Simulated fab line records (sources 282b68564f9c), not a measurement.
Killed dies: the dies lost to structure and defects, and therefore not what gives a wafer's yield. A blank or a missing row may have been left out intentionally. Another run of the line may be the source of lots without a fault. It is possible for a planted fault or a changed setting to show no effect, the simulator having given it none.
8D (eight disciplines) problem report, filled in by code    flow rit_cmos    the parts of the form that need people (team, actions taken, sign-off) are left out

1. WHAT IS WRONG
Mean of oes_product_au at RIT_GATE_ETCH_19: 0.944 a.u. across 3 wafers in 2 lots; on wafers with no fault it is 0.842 a.u. (standard deviation 0.011). That is +9.2 standard deviations from the usual mean.
The step: etches poly-Si in SF6/CHF3/O2, stops on SiO2, time 165 s, target depth 312.5 nm.
Earliest sighting: wafer L465.3 on rie_si-02 at day 5 17:18. The record holds 42 wafers of 14 lots with a number at this step. Rule for "out" (also "out of limits"): further than 4 standard deviations from the usual mean. The rest of the wafers with a number are treated as sound.

2. WHAT IT IS; WHAT IT IS NOT
question                     is                      is not
which readings at this step  oes_product_au          drypump_motor_current_A, he_backside_leak_sccm, throttle_valve_pct
which lots                   L465, L467              L450, L451, L452, L453, L454, L455, L456, L458, L460, L468, L470, L472
which wafers of those lots   L465.3, L465.5, L467.3  L465.6, L467.4, L467.6
read on which tools          rie_si-02               rie_si-01
when                         from day 5 17:18        up to then (28 sound wafers); but 11 sound wafers of L467, L468, L470, L472 came after

3. WHAT RULES OUT EACH SUSPECT
Counting: a tool at a process step up to the reading stays a suspect if it ran every lot that is out. Sound lots after the first of them don't rule it out here, since some wafers of a struck lot are sound.
- rie_si-02 at RIT_GATE_ETCH_19 (etches poly-Si in SF6/CHF3/O2, stops on SiO2, time 165 s, target depth 312.5 nm): kept. It processed each lot that is out (first: L465, day 5 17:18); up to then, its last sound lot is L455 (day 3 16:04). Out on those wafers are its own readings of oes_product_au.
- Within rie_si-02 at RIT_GATE_ETCH_19: the wafers that are out ran in chamber 1; their sound lot-mates ran in chambers 0, 3.
After counting, what remains is rie_si-02 at RIT_GATE_ETCH_19.

4. THE CAUSE (what the simulator had put in)
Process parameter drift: rie_si-02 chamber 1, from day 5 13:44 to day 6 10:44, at RIT_GATE_ETCH_19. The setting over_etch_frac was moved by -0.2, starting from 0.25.
This tool alone remained once counting was done.

5. SEQUENCE OF EFFECTS, ordered by route
Each row: a reading where the mean over the struck wafers with a number is more than 3 standard deviations away from the usual. Only readings for which the record gives a usual standard deviation are gone through. hours: the time from each lot's start at the first step in this table that gives one to its start at this step, as a median over the lots. sigmas: the change in usual standard deviations.
hours  step              reading         usual       on struck wafers  change  sigmas
0      RIT_GATE_ETCH_19  oes_product_au  0.842 a.u.  0.944             +0.102  +9.2
Here are the process steps it includes:
- RIT_GATE_ETCH_19: etches poly-Si in SF6/CHF3/O2, stops on SiO2, time 165 s, target depth 312.5 nm.

6. WHAT WOULD HAVE CAUGHT IT SOONER
First out-of-limits reading in this record: day 5 17:18, which is 4 hours after fault onset at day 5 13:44.
